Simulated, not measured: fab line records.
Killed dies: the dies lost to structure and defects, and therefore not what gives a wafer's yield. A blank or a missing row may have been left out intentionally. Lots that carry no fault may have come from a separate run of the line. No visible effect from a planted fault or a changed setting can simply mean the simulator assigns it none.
fab line records	flow berkeley-cmos170
record: lots: 5	wafers: 15	last-day: 12
route steps=331 shown V2@302 M3@309
lots that met no fault: taken from a fault-free run of the same line
start-h: hours from the record's first day to the start of the lot's first wafer shown	wait-h: hours from the lot's prior step to this one	" the same as in the row above	L1.1+2: a row that stands for several wafers	- value missing, or start not given	* or withheld: withheld	< > ~ a bound
route shown NAME@n: NAME is a module with steps in the file, n the number in the route of the first one	usual: average and standard deviation across the fault-free wafers	same: alike in all rows	chamber/n: place in a boat	sites: per-site readings	_std_site: the values' standard deviation	_edge_site: the outer-site mean with the inner-site mean subtracted	radius-mm: how far each site lies from the wafer's centre	mask NAME#n: copy n	behind: tool/chamber where the wafer was last shaped	hold: what put the lot on hold/how long, in hours/how the hold closed	device: which transistor (n, p or np) failed to switch	end of line: tests of these same wafers at the route's end	step lacking rows: just its recipe	killed: at the first sort, the dies lost to defects and structure; wafer yield is something else	map: a wafer's dies, marking killed ones x, the rest . and places with no die _
set.NAME: the setting that was run; set.NAME@STEP: the one run at that earlier step	model.NAME: the simulator's own value behind a step, which no gauge read
a table for each step, a row for each wafer; lots at some steps of the route
services: when a tool's chamber went out of use (start-h, in hours from the record's first day, below 0 if earlier), for how many hours, and the reason
== steps ==
step: UCB170_V2_PEB_10
recipe: peb-temp-c: 130	peb-time-s: withheld	resist: KrF
usual: exhaust-pa: 44.9/0.88	plate-sensor-t-centre-C: 131.41/0.0095	plate-sensor-t-edge-C: 131.53/0.0095
lot.wafer	tool	chamber	start-h	wait-h	exhaust-pa	plate-sensor-t-centre-C	plate-sensor-t-edge-C
L079.1	litho-track-01	0	179.71	0.7	45.8	131.4	131.53
L079.2	"	0	"	"	45.4	131.4	131.53
L079.6	"	0	"	"	46.4	131.41	131.51
L086.4	litho-track-02	0	223.75	0.4	44.6	131.42	131.53
L086.5	"	0	"	"	43.5	131.4	131.55
L086.6	"	0	"	"	43.4	131.42	131.54
L088.1	litho-track-02	0	233.15	0.1	43.4	131.42	131.5
L088.2	"	0	"	"	44.6	131.41	131.53
L088.3	"	0	"	"	44.8	131.41	131.53
L087.1	litho-track-03	0	233.87	0.1	46.8	131.4	131.53
L087.5	"	0	"	"	45.9	131.41	131.52
L087.6	"	0	"	"	44.8	131.39	131.52
L097.3	litho-track-03	0	277.04	0.2	45.2	131.42	131.53
L097.4	"	0	"	"	44.0	131.42	131.54
L097.5	"	0	"	"	43.8	131.42	131.52
step: UCB170_V2_DEVELOP_11
recipe: developer: TMAH	develop-time-s: 45	resist: KrF	dev-temp-c: 21
usual: exhaust-pa: 44.9/0.93
lot.wafer	tool	chamber	start-h	wait-h	exhaust-pa
L079.1	litho-track-01	0	-	-	44.6
L079.2	"	0	"	"	44.4
L079.6	"	0	"	"	45.5
L086.4	litho-track-02	0	-	-	45.7
L086.5	"	0	"	"	45.3
L086.6	"	0	"	"	44.6
L088.1	litho-track-02	0	-	-	45.7
L088.2	"	0	"	"	45.1
L088.3	"	0	"	"	44.2
L087.1	litho-track-03	0	-	-	43.5
L087.5	"	0	"	"	45.1
L087.6	"	0	"	"	44.0
L097.3	litho-track-03	0	-	-	47.3
L097.4	"	0	"	"	46.1
L097.5	"	0	"	"	44.3
step: UCB170_V2_CD_MEAS_12
recipe: target-cd-nm: 700
usual: cd-nm: 699.8/1.3
lot.wafer	tool	chamber	start-h	wait-h	cd-nm
L079.1	cd-sem-01	-	179.98	-	701.2
L079.2	"	-	"	"	701.1
L079.6	"	-	"	"	700.8
L086.4	cd-sem-01	-	224.01	-	700.1
L086.5	"	-	"	"	702.1
L086.6	"	-	"	"	700.2
L088.1	cd-sem-01	-	233.42	-	702.4
L088.2	"	-	"	"	700.8
L088.3	"	-	"	"	699.8
L087.1	cd-sem-02	-	234.15	-	698.6
L087.5	"	-	"	"	697.8
L087.6	"	-	"	"	698.4
L097.3	cd-sem-02	-	277.31	-	699.8
L097.4	"	-	"	"	700.6
L097.5	"	-	"	"	699.3
step: UCB170_V2_OVL_MEAS_13
usual: V2_OVL: 2/4.8
lot.wafer	tool	chamber	start-h	wait-h	V2_OVL[nm]
L079.1	overlay-01	-	180.10	0.1	10
L079.2	"	-	"	"	2
L079.6	"	-	"	"	2
L086.4	overlay-02	-	224.09	0.1	-2
L086.5	"	-	"	"	-3
L086.6	"	-	"	"	-9
L088.1	overlay-01	-	233.54	0.1	1
L088.2	"	-	"	"	4
L088.3	"	-	"	"	6
L087.1	overlay-02	-	234.27	0.1	4
L087.5	"	-	"	"	3
L087.6	"	-	"	"	5
L097.3	overlay-02	-	277.40	0.1	-2
L097.4	"	-	"	"	3
L097.5	"	-	"	"	-1
step: UCB170_V2_ETCH_14
recipe: chemistry: CHF3/CF4/Ar	target: SiO2	stop-on: Al	CHF3_flow_sccm: 45	cf4-flow-sccm: 15	Ar_flow_sccm: 150	pressure-mtorr: 200	rf-w: 700	target-depth-a: 12500	over-etch-frac: 0.25	time-s: 291
usual: drypump-motor-current-A: 5.84/0.28	oes-product-au: 0.879/0.012	throttle-valve-pct: 6.92/0.095
lot.wafer	tool	chamber	start-h	wait-h	drypump-motor-current-A	oes-product-au	rf-hours-counter-h	throttle-valve-pct
L079.1	rie-diel-04	0	180.14	0.0	5.56	0.878	21	6.85
L079.2	"	1	"	"	5.97	0.890	99	6.91
L079.6	"	0	"	"	5.57	0.872	-	6.86
L086.4	rie-diel-01	2	224.11	0.0	5.73	0.865	101	6.98
L086.5	"	0	"	"	6.04	0.897	-	6.95
L086.6	"	3	"	"	5.61	0.875	-	6.86
L088.1	rie-diel-01	1	233.58	0.0	5.69	0.864	11	6.89
L088.2	"	2	"	"	5.72	0.858	102	6.97
L088.3	"	3	"	"	5.61	0.883	94	6.87
L087.1	rie-diel-01	3	234.30	0.0	5.57	0.883	94	6.86
L087.5	"	2	"	"	5.74	0.856	-	6.96
L087.6	"	3	"	"	5.58	0.889	-	6.87
L097.3	rie-diel-02	1	277.43	0.0	6.12	0.888	12	6.95
L097.4	"	2	"	"	5.23	0.878	2	6.72
L097.5	"	1	"	"	6.13	0.886	-	6.96
step: UCB170_V2_STRIP_15
recipe: chemistry: O2	power-w: 400	pressure-mtorr: 3500	platen-temp-c: withheld	o2-flow-sccm: 400	overash-fraction: 0.5
usual: drypump-motor-current-A: 5.9/0.38	o2-flow-sccm: 399.8/1.3	oes-product-au: 0.722/0.0043	strip-time-to-endpoint-s: 15.33/0.11
lot.wafer	tool	chamber	start-h	wait-h	drypump-motor-current-A	o2-flow-sccm	oes-product-au	rf-hours-counter-h	strip-time-to-endpoint-s
L079.1	plasma-asher-01	1	180.32	0.1	5.6	399.8	0.716	48	15.39
L079.2	"	0	"	"	5.5	398.3	0.722	48	15.29
L079.6	"	0	"	"	5.5	396.8	0.722	-	15.40
L086.4	plasma-asher-04	1	224.32	0.1	5.6	400.6	0.732	-	15.33
L086.5	"	1	"	"	5.6	400.6	0.720	-	15.25
L086.6	"	0	"	"	6.6	400.3	0.720	-	15.26
L088.1	plasma-asher-04	0	233.76	0.1	6.6	400.2	0.723	54	15.35
L088.2	"	1	"	"	5.6	400.1	0.721	54	15.38
L088.3	"	1	"	"	5.5	399.1	0.723	-	15.30
L087.1	plasma-asher-04	0	234.48	0.1	6.6	401.2	0.721	54	15.29
L087.5	"	0	"	"	6.6	399.0	0.734	-	15.21
L087.6	"	1	"	"	5.6	397.2	0.722	-	15.26
L097.3	plasma-asher-03	0	277.64	0.1	6.1	402.2	0.725	-	15.33
L097.4	"	1	"	"	6.0	400.2	0.718	-	15.25
L097.5	"	1	"	"	6.1	398.9	0.716	-	15.31
step: UCB170_V2_CD_MEAS_90
recipe: target-cd-nm: 700
usual: cd-nm: 699.6/1.4
lot.wafer	tool	chamber	start-h	wait-h	cd-nm
L079.1	cd-sem-02	-	180.42	0.1	701.3
L079.2	"	-	"	"	699.0
L079.6	"	-	"	"	699.9
L086.4	cd-sem-02	-	224.45	0.1	701.1
L086.5	"	-	"	"	701.3
L086.6	"	-	"	"	701.7
L088.1	cd-sem-01	-	233.86	0.1	702.3
L088.2	"	-	"	"	700.4
L088.3	"	-	"	"	700.7
L087.1	cd-sem-02	-	234.58	0.1	698.6
L087.5	"	-	"	"	696.9
L087.6	"	-	"	"	698.6
L097.3	cd-sem-01	-	277.74	0.1	699.9
L097.4	"	-	"	"	700.5
L097.5	"	-	"	"	698.6
step: UCB170_M3_PRE_CLEAN_00
recipe: gas: Ar	preclean-etch-time-s: 60
lot.wafer	tool	chamber	start-h	wait-h
L079.1+2+6	pvd-sputter-03	-	180.54	0.1
L086.4+5+6	pvd-sputter-01	-	224.51	0.0
L088.1+2+3	pvd-sputter-04	-	233.98	0.1
L087.1+5+6	pvd-sputter-03	-	234.70	0.1
L097.3+4+5	pvd-sputter-01	-	277.82	0.1
step: UCB170_M3_SPUTTER_01
recipe: material: Al	target-thk-nm: 900	time-s: 120	power-w: 6000	chamber-pressure-pa: 0.5
usual: throttle-valve-pct: 30.9/0.81
lot.wafer	tool	chamber	start-h	wait-h	throttle-valve-pct
L079.1	pvd-sputter-03	-	180.61	0.0	30.1
L079.2	"	-	"	"	30.3
L079.6	"	-	"	"	31.9
L086.4	pvd-sputter-01	-	224.58	0.0	32.7
L086.5	"	-	"	"	31.0
L086.6	"	-	"	"	32.8
L088.1	pvd-sputter-04	-	234.04	0.0	30.3
L088.2	"	-	"	"	30.2
L088.3	"	-	"	"	30.8
L087.1	pvd-sputter-03	-	234.77	0.0	31.9
L087.5	"	-	"	"	30.4
L087.6	"	-	"	"	30.3
L097.3	pvd-sputter-01	-	277.89	0.0	31.3
L097.4	"	-	"	"	32.7
L097.5	"	-	"	"	31.0
step: UCB170_M3_RS_MEAS_02
recipe: thk-meas-gauge: four-point-probe	reads: Al_of_M3_SPUTTER_01
usual: M3_AL_RS: 0.0323/0.00044
lot.wafer	tool	chamber	start-h	wait-h	M3_AL_RS[ohm/sq]
L079.1	film-metro-03	-	180.69	0.0	0.0321
L079.2	"	-	"	"	0.0317
L079.6	"	-	"	"	0.0316
L086.4	film-metro-04	-	224.72	0.1	0.0330
L086.5	"	-	"	"	0.0329
L086.6	"	-	"	"	0.0332
L088.1	film-metro-04	-	234.13	0.0	0.0327
L088.2	"	-	"	"	0.0322
L088.3	"	-	"	"	0.0323
L087.1	film-metro-01	-	234.85	0.0	0.0317
L087.5	"	-	"	"	0.0320
L087.6	"	-	"	"	0.0321
L097.3	film-metro-03	-	278.01	0.1	0.0324
L097.4	"	-	"	"	0.0327
L097.5	"	-	"	"	0.0330
step: UCB170_M3_THK_MEAS_03
recipe: thk-meas-gauge: xrf	reads: Al_of_M3_SPUTTER_01
usual: M3_AL_THK: 880/12
lot.wafer	tool	chamber	start-h	wait-h	M3_AL_THK[nm]
L079.1	film-metro-03	-	180.81	0.1	887
L079.2	"	-	"	"	893
L079.6	"	-	"	"	897
L086.4	film-metro-04	-	224.81	0.1	866
L086.5	"	-	"	"	862
L086.6	"	-	"	"	860
L088.1	film-metro-04	-	234.25	0.1	870
L088.2	"	-	"	"	885
L088.3	"	-	"	"	884
L087.1	film-metro-01	-	234.97	0.1	892
L087.5	"	-	"	"	888
L087.6	"	-	"	"	879
L097.3	film-metro-03	-	278.11	0.1	881
L097.4	"	-	"	"	870
L097.5	"	-	"	"	866
step: UCB170_M3_HMDS_04
recipe: prime-time-s: 60	prime-temp-c: 100
usual: exhaust-pa: 45.1/0.87
lot.wafer	tool	chamber	start-h	wait-h	exhaust-pa
L079.1	litho-track-04	0	180.90	0.1	45.2
L079.2	"	0	"	"	43.5
L079.6	"	0	"	"	44.6
L086.4	litho-track-03	0	224.91	0.1	44.2
L086.5	"	0	"	"	45.9
L086.6	"	0	"	"	43.9
L088.1	litho-track-04	0	234.31	0.1	45.4
L088.2	"	0	"	"	46.6
L088.3	"	0	"	"	44.9
L087.1	litho-track-04	0	235.03	0.1	44.9
L087.5	"	0	"	"	46.5
L087.6	"	0	"	"	46.4
L097.3	litho-track-01	0	278.33	0.2	43.6
L097.4	"	0	"	"	46.3
L097.5	"	0	"	"	45.7
step: UCB170_M3_COAT_05
recipe: resist: KrF	spin-rpm: 1500	resist-thk-nm: 900
usual: exhaust-pa: 45.2/0.87
lot.wafer	tool	chamber	start-h	wait-h	exhaust-pa
L079.1	litho-track-04	0	181.05	0.1	45.0
L079.2	"	0	"	"	44.1
L079.6	"	0	"	"	44.0
L086.4	litho-track-03	0	225.06	0.1	45.1
L086.5	"	0	"	"	46.0
L086.6	"	0	"	"	44.8
L088.1	litho-track-04	0	234.46	0.1	44.5
L088.2	"	0	"	"	45.0
L088.3	"	0	"	"	44.7
L087.1	litho-track-04	0	235.18	0.1	46.1
L087.5	"	0	"	"	45.8
L087.6	"	0	"	"	43.8
L097.3	litho-track-01	0	278.48	0.1	45.7
L097.4	"	0	"	"	46.9
L097.5	"	0	"	"	45.7
step: UCB170_M3_SOFTBAKE_06
recipe: resist: KrF	temp-c: 130	time-s: 60
usual: exhaust-pa: 45.1/1	plate-temp-C: 129.99/0.14
lot.wafer	tool	chamber	start-h	wait-h	exhaust-pa	plate-temp-C
L079.1	litho-track-04	0	181.20	0.1	46.4	130.02
L079.2	"	0	"	"	47.1	130.31
L079.6	"	0	"	"	45.0	130.08
L086.4	litho-track-03	0	225.21	0.1	43.8	129.81
L086.5	"	0	"	"	44.4	129.73
L086.6	"	0	"	"	44.3	129.85
L088.1	litho-track-04	0	234.61	0.1	45.9	130.17
L088.2	"	0	"	"	45.0	130.02
L088.3	"	0	"	"	44.1	130.17
L087.1	litho-track-04	0	235.33	0.1	44.6	129.85
L087.5	"	0	"	"	43.6	129.93
L087.6	"	0	"	"	43.6	129.90
L097.3	litho-track-01	0	278.63	0.1	47.1	129.94
L097.4	"	0	"	"	45.4	130.09
L097.5	"	0	"	"	46.8	130.14
step: UCB170_M3_STRIP_07
recipe: chemistry: O2	power-w: 400	pressure-mtorr: 3500	platen-temp-c: withheld	o2-flow-sccm: 400	overash-fraction: 0.5
usual: drypump-motor-current-A: 5.9/0.31	o2-flow-sccm: 400.0/1.3	oes-product-au: 0.735/0.0043	strip-time-to-endpoint-s: 21.95/0.06
lot.wafer	tool	chamber	start-h	wait-h	drypump-motor-current-A	o2-flow-sccm	oes-product-au	rf-hours-counter-h	strip-time-to-endpoint-s
L079.1	plasma-asher-03	1	181.35	0.1	6.1	401.2	0.729	39	21.95
L079.2	"	0	"	"	6.1	398.8	0.736	39	21.98
L079.6	"	0	"	"	6.0	400.7	0.730	-	21.98
L086.4	plasma-asher-03	1	225.32	0.1	6.1	398.7	0.733	-	21.92
L086.5	"	1	"	"	6.1	400.5	0.740	-	21.88
L086.6	"	0	"	"	6.1	400.5	0.732	-	21.96
L088.1	plasma-asher-02	1	234.76	0.1	5.6	398.5	0.731	13	22.01
L088.2	"	0	"	"	5.9	399.5	0.728	13	22.01
L088.3	"	1	"	"	5.6	400.0	0.736	-	22.03
L087.1	plasma-asher-02	0	235.48	0.1	5.9	401.8	0.727	13	21.92
L087.5	"	0	"	"	5.9	399.9	0.728	-	21.95
L087.6	"	1	"	"	5.6	398.6	0.735	-	21.93
L097.3	plasma-asher-02	0	278.76	0.1	5.9	400.3	0.733	-	21.93
L097.4	"	1	"	"	5.6	399.5	0.733	-	21.95
L097.5	"	0	"	"	5.9	399.5	0.730	-	21.89
step: UCB170_M3_STRIP_08
recipe: chemistry: DMSO	temp-c: 80	time-s: 600	material: KrF
lot.wafer	tool	chamber	start-h	wait-h
L079.1+2+6	wet-bench-02	0	181.45	0.1
L086.4+5+6	wet-bench-04	1	226.33	1.0
L088.1+2+3	wet-bench-02	0	234.86	0.1
L087.1+5+6	wet-bench-01	1	235.58	0.1
L097.3+4+5	wet-bench-01	2	278.83	0.0
step: UCB170_M3_COAT_09
recipe: resist: BARC	temp-c: withheld	time-s: withheld	spin-rpm: 3000	resist-thk-nm: withheld
usual: exhaust-pa: 45.0/0.88
lot.wafer	tool	chamber	start-h	wait-h	exhaust-pa
L079.1	litho-track-04	0	181.80	0.2	47.0
L079.2	"	0	"	"	45.0
L079.6	"	0	"	"	45.6
L086.4	litho-track-01	0	226.79	0.1	44.5
L086.5	"	0	"	"	45.0
L086.6	"	0	"	"	45.0
L088.1	litho-track-01	0	235.03	0.0	44.1
L088.2	"	0	"	"	46.1
L088.3	"	0	"	"	43.8
L087.1	litho-track-03	0	235.76	0.0	44.5
L087.5	"	0	"	"	43.3
L087.6	"	0	"	"	43.1
L097.3	litho-track-01	0	279.29	0.3	46.0
L097.4	"	0	"	"	43.4
L097.5	"	0	"	"	45.2
step: UCB170_M3_COAT_10
recipe: resist: KrF	spin-rpm: 1500	resist-thk-nm: 900
usual: exhaust-pa: 45.0/0.87
lot.wafer	tool	chamber	start-h	wait-h	exhaust-pa
L079.1	litho-track-04	0	-	-	43.8
L079.2	"	0	"	"	43.5
L079.6	"	0	"	"	45.2
L086.4	litho-track-01	0	-	-	45.0
L086.5	"	0	"	"	43.8
L086.6	"	0	"	"	43.9
L088.1	litho-track-01	0	-	-	45.4
L088.2	"	0	"	"	46.0
L088.3	"	0	"	"	44.1
L087.1	litho-track-03	0	-	-	44.9
L087.5	"	0	"	"	43.8
L087.6	"	0	"	"	45.1
L097.3	litho-track-01	0	-	-	45.6
L097.4	"	0	"	"	46.0
L097.5	"	0	"	"	43.6
step: UCB170_M3_SOFTBAKE_11
recipe: resist: KrF	temp-c: 130	time-s: 60
usual: exhaust-pa: 45.1/0.91	plate-temp-C: 130.01/0.13
lot.wafer	tool	chamber	start-h	wait-h	exhaust-pa	plate-temp-C
L079.1	litho-track-04	0	-	-	45.5	129.99
L079.2	"	0	"	"	45.3	130.02
L079.6	"	0	"	"	45.2	129.97
L086.4	litho-track-01	0	-	-	44.0	130.25
L086.5	"	0	"	"	45.2	130.06
L086.6	"	0	"	"	46.3	130.23
L088.1	litho-track-01	0	-	-	45.2	129.98
L088.2	"	0	"	"	45.6	130.27
L088.3	"	0	"	"	44.7	129.80
L087.1	litho-track-03	0	-	-	45.1	130.03
L087.5	"	0	"	"	45.0	130.18
L087.6	"	0	"	"	45.4	130.17
L097.3	litho-track-01	0	-	-	45.5	129.95
L097.4	"	0	"	"	44.9	129.96
L097.5	"	0	"	"	45.4	129.87
step: UCB170_M3_EXPOSE_12
recipe: mask-id: METAL3	target-cd-nm: 700	na: 0.5	sigma-outer: 0.6	source-shape: conventional	dose-mj: 26
lot.wafer	tool	chamber	start-h	wait-h	mask
L079.1+2+6	krf-scanner-02	0	182.25	-	METAL3#0
L086.4+5+6	krf-scanner-01	0	227.22	-	METAL3#0
L088.1+2+3	krf-scanner-01	0	235.48	-	METAL3#0
L087.1+5+6	krf-scanner-02	0	236.33	-	METAL3#0
L097.3+4+5	krf-scanner-02	0	279.90	-	METAL3#0
step: UCB170_M3_PEB_13
recipe: peb-temp-c: 130	peb-time-s: withheld	resist: KrF
usual: exhaust-pa: 45.0/0.95	plate-temp-C: 130.00/0.16
lot.wafer	tool	chamber	start-h	wait-h	exhaust-pa	plate-temp-C
L079.1	litho-track-04	0	182.37	0.1	45.8	130.07
L079.2	"	0	"	"	45.8	129.80
L079.6	"	0	"	"	45.9	129.94
L086.4	litho-track-04	0	227.44	0.2	44.3	130.42
L086.5	"	0	"	"	45.3	130.19
L086.6	"	0	"	"	45.7	130.23
L088.1	litho-track-01	0	235.60	0.1	45.3	130.06
L088.2	"	0	"	"	44.0	130.04
L088.3	"	0	"	"	44.5	129.96
L087.1	litho-track-01	0	236.45	0.1	45.9	129.86
L087.5	"	0	"	"	45.0	130.14
L087.6	"	0	"	"	44.6	129.84
L097.3	litho-track-04	0	280.05	0.1	45.0	129.89
L097.4	"	0	"	"	45.3	129.96
L097.5	"	0	"	"	45.5	129.90
step: UCB170_M3_DEVELOP_14
recipe: developer: TMAH	develop-time-s: 45	resist: KrF	dev-temp-c: 21
usual: exhaust-pa: 44.8/0.88
lot.wafer	tool	chamber	start-h	wait-h	exhaust-pa
L079.1	litho-track-04	0	-	-	43.5
L079.2	"	0	"	"	43.9
L079.6	"	0	"	"	44.7
L086.4	litho-track-04	0	-	-	42.6
L086.5	"	0	"	"	43.2
L086.6	"	0	"	"	42.8
L088.1	litho-track-01	0	-	-	44.3
L088.2	"	0	"	"	43.3
L088.3	"	0	"	"	45.0
L087.1	litho-track-01	0	-	-	45.5
L087.5	"	0	"	"	45.8
L087.6	"	0	"	"	43.2
L097.3	litho-track-04	0	-	-	44.9
L097.4	"	0	"	"	44.9
L097.5	"	0	"	"	44.4
step: UCB170_M3_CD_MEAS_15
recipe: target-cd-nm: 700
usual: cd-nm: 700.1/1.2
lot.wafer	tool	chamber	start-h	wait-h	cd-nm
L079.1	cd-sem-01	-	182.64	-	700.9
L079.2	"	-	"	"	699.8
L079.6	"	-	"	"	699.8
L086.4	cd-sem-02	-	227.70	-	697.2
L086.5	"	-	"	"	697.3
L086.6	"	-	"	"	698.2
L088.1	cd-sem-01	-	235.87	-	698.7
L088.2	"	-	"	"	698.2
L088.3	"	-	"	"	698.7
L087.1	cd-sem-01	-	236.72	-	698.1
L087.5	"	-	"	"	698.9
L087.6	"	-	"	"	699.4
L097.3	cd-sem-02	-	280.31	-	702.2
L097.4	"	-	"	"	699.8
L097.5	"	-	"	"	701.1
step: UCB170_M3_OVL_MEAS_16
usual: M3_OVL: 0/5.3
lot.wafer	tool	chamber	start-h	wait-h	M3_OVL[nm]
L079.1	overlay-02	-	182.76	0.1	3
L079.2	"	-	"	"	-2
L079.6	"	-	"	"	7
L086.4	overlay-01	-	227.77	0.1	-8
L086.5	"	-	"	"	7
L086.6	"	-	"	"	-1
L088.1	overlay-01	-	235.99	0.1	-2
L088.2	"	-	"	"	-1
L088.3	"	-	"	"	-1
L087.1	overlay-02	-	236.84	0.1	0
L087.5	"	-	"	"	8
L087.6	"	-	"	"	3
L097.3	overlay-01	-	280.40	0.1	-4
L097.4	"	-	"	"	-6
L097.5	"	-	"	"	1
step: UCB170_M3_ETCH_17
recipe: chemistry: N2/H2	target-depth-a: withheld	overetch-a: withheld	target: BARC	time-s: withheld	source-w: 500	bias-w: 100	pressure-mtorr: 30	n2-flow-sccm: 100	h2-flow-sccm: 200
usual: drypump-motor-current-A: 5.8/0.31	n2-flow-sccm: 100.0/0.31	oes-product-au: 1.005/0.02	throttle-valve-pct: 13.28/0.2
lot.wafer	tool	chamber	start-h	wait-h	drypump-motor-current-A	n2-flow-sccm	oes-product-au	throttle-valve-pct
L079.1	rie-diel-01	1	182.80	0.0	5.7	99.8	0.982	13.22
L079.2	"	3	"	"	5.6	99.9	1.025	13.17
L079.6	"	1	"	"	5.7	99.9	0.973	13.23
L086.4	rie-diel-01	0	227.79	0.0	6.1	99.8	1.035	13.27
L086.5	"	3	"	"	5.6	99.8	1.033	13.18
L086.6	"	0	"	"	6.0	100.2	1.025	13.28
L088.1	rie-diel-03	1	236.03	0.0	6.3	99.7	1.016	13.60
L088.2	"	3	"	"	5.3	99.5	1.043	13.13
L088.3	"	0	"	"	5.8	99.6	1.012	13.72
L087.1	rie-diel-03	0	236.88	0.0	5.8	99.9	1.000	13.71
L087.5	"	0	"	"	5.8	100.6	1.012	13.71
L087.6	"	3	"	"	5.3	99.8	1.036	13.12
L097.3	rie-diel-01	0	280.43	0.0	6.1	99.4	1.016	13.27
L097.4	"	2	"	"	5.8	100.1	0.987	13.27
L097.5	"	2	"	"	5.8	99.7	0.977	13.28
step: UCB170_M3_METAL_ETCH_18
recipe: chemistry: Cl2/BCl3	target: Al	stop-on: SiO2	pressure-mtorr: 12	target-depth-a: 11700	over-etch-frac: 0.3213	time-s: 195	icp-w: 600	bias-w: 120	Cl2_flow_sccm: 90	bcl3-flow-sccm: 45
usual: drypump-motor-current-A: 5.8/0.49	oes-product-au: 0.843/0.017	throttle-valve-pct: 24.5/0.39
lot.wafer	tool	chamber	start-h	wait-h	drypump-motor-current-A	oes-product-au	rf-hours-counter-h	throttle-valve-pct
L079.1	rie-metal-01	0	182.84	-	6.2	0.862	11	24.8
L079.2	"	1	"	"	5.0	0.827	8	24.0
L079.6	"	1	"	"	5.1	0.825	-	24.0
L086.4	rie-metal-01	1	227.90	-	5.0	0.816	-	24.0
L086.5	"	1	"	"	5.0	0.817	-	24.0
L086.6	"	0	"	"	6.2	0.848	-	24.8
L088.1	rie-metal-01	0	236.07	-	6.2	0.846	12	24.8
L088.2	"	1	"	"	5.0	0.818	9	24.0
L088.3	"	1	"	"	5.1	0.815	-	24.0
L087.1	rie-metal-01	1	236.92	-	5.1	0.826	9	24.0
L087.5	"	0	"	"	6.2	0.859	-	24.7
L087.6	"	1	"	"	5.1	0.819	-	24.0
L097.3	rie-metal-04	1	280.53	-	5.8	0.842	-	24.7
L097.4	"	0	"	"	6.2	0.819	-	24.8
L097.5	"	1	"	"	5.8	0.839	-	24.8
step: UCB170_M3_STRIP_19
recipe: chemistry: O2	power-w: 400	pressure-mtorr: 3500	platen-temp-c: withheld	o2-flow-sccm: 400	overash-fraction: 0.5
usual: drypump-motor-current-A: 5.9/0.35	o2-flow-sccm: 399.9/1.3	oes-product-au: 0.523/0.018
lot.wafer	tool	chamber	start-h	wait-h	drypump-motor-current-A	o2-flow-sccm	oes-product-au	rf-hours-counter-h
L079.1	plasma-asher-04	1	183.03	0.1	5.5	402.4	0.541	48
L079.2	"	0	"	"	6.5	398.7	0.500	48
L079.6	"	1	"	"	5.5	403.0	0.499	-
L086.4	plasma-asher-04	0	228.05	0.1	6.6	401.0	0.489	-
L086.5	"	1	"	"	5.6	398.9	0.485	-
L086.6	"	0	"	"	6.6	401.3	0.518	-
L088.1	plasma-asher-03	1	236.26	0.1	6.0	398.4	0.529	45
L088.2	"	0	"	"	6.1	399.8	0.490	45
L088.3	"	0	"	"	6.1	397.5	0.490	-
L087.1	plasma-asher-03	0	237.11	0.1	6.1	400.1	0.491	45
L087.5	"	1	"	"	6.0	399.9	0.528	-
L087.6	"	0	"	"	6.1	399.4	0.484	-
L097.3	plasma-asher-03	1	280.69	0.1	6.1	402.1	0.528	-
L097.4	"	0	"	"	6.1	397.5	0.513	-
L097.5	"	0	"	"	6.1	399.0	0.516	-
step: UCB170_M3_CD_MEAS_90
recipe: target-cd-nm: 700
usual: cd-nm: 700.2/2.7
lot.wafer	tool	chamber	start-h	wait-h	cd-nm
L079.1	cd-sem-02	-	183.13	0.1	700.8
L079.2	"	-	"	"	700.7
L079.6	"	-	"	"	703.7
L086.4	cd-sem-02	-	228.19	0.1	697.7
L086.5	"	-	"	"	696.0
L086.6	"	-	"	"	698.3
L088.1	cd-sem-01	-	236.36	0.1	701.2
L088.2	"	-	"	"	698.2
L088.3	"	-	"	"	697.0
L087.1	cd-sem-01	-	237.21	0.1	695.0
L087.5	"	-	"	"	697.5
L087.6	"	-	"	"	693.5
L097.3	cd-sem-02	-	280.80	0.1	700.5
L097.4	"	-	"	"	698.7
L097.5	"	-	"	"	699.5
step: UCB170_M3_BOW_MEAS_20
recipe: mode: bow
usual: M3_BOW: 35/6.8
lot.wafer	tool	chamber	start-h	wait-h	M3_BOW[um]
L079.1	film-metro-01	-	183.25	0.1	41
L079.2	"	-	"	"	45
L079.6	"	-	"	"	34
L086.4	film-metro-01	-	228.31	0.1	36
L086.5	"	-	"	"	44
L086.6	"	-	"	"	39
L088.1	film-metro-03	-	236.48	0.1	34
L088.2	"	-	"	"	37
L088.3	"	-	"	"	38
L087.1	film-metro-01	-	237.33	0.1	31
L087.5	"	-	"	"	28
L087.6	"	-	"	"	39
L097.3	film-metro-01	-	280.95	0.1	33
L097.4	"	-	"	"	27
L097.5	"	-	"	"	31
== services ==
tool	chamber	start-h	hours	kind
pvd-sputter-03	-	160.22	11.9	repair
rie-diel-02	3	165.17	2.5	repair
krf-scanner-01	-	174.24	1.3	repair
rie-diel-03	3	178.51	3.9	repair
wet-bench-01	-	191.91	3.8	repair
krf-scanner-02	-	194.49	3.6	pm
rie-diel-02	-	195.16	12.4	repair
pvd-sputter-04	-	195.25	1.9	repair
rie-diel-03	-	199.77	1.8	repair
krf-scanner-01	-	208.01	4.4	pm
rie-diel-03	3	216.75	13.6	repair
rie-diel-04	0	218.78	1.7	repair
krf-scanner-02	-	223.02	1.3	pm
krf-scanner-01	-	234.60	0.8	pm
rie-diel-01	-	235.87	0.1	repair
krf-scanner-02	-	237.01	3.0	repair
plasma-asher-03	-	242.82	0.3	repair
pvd-sputter-03	-	254.72	1.5	repair
pvd-sputter-04	-	255.07	1.0	repair
krf-scanner-01	-	257.03	0.1	repair
krf-scanner-01	-	266.47	0.8	pm
krf-scanner-02	-	270.34	1.0	pm
krf-scanner-02	-	272.60	0.8	pm
pvd-sputter-04	-	275.53	3.1	repair
== key ==
fault none
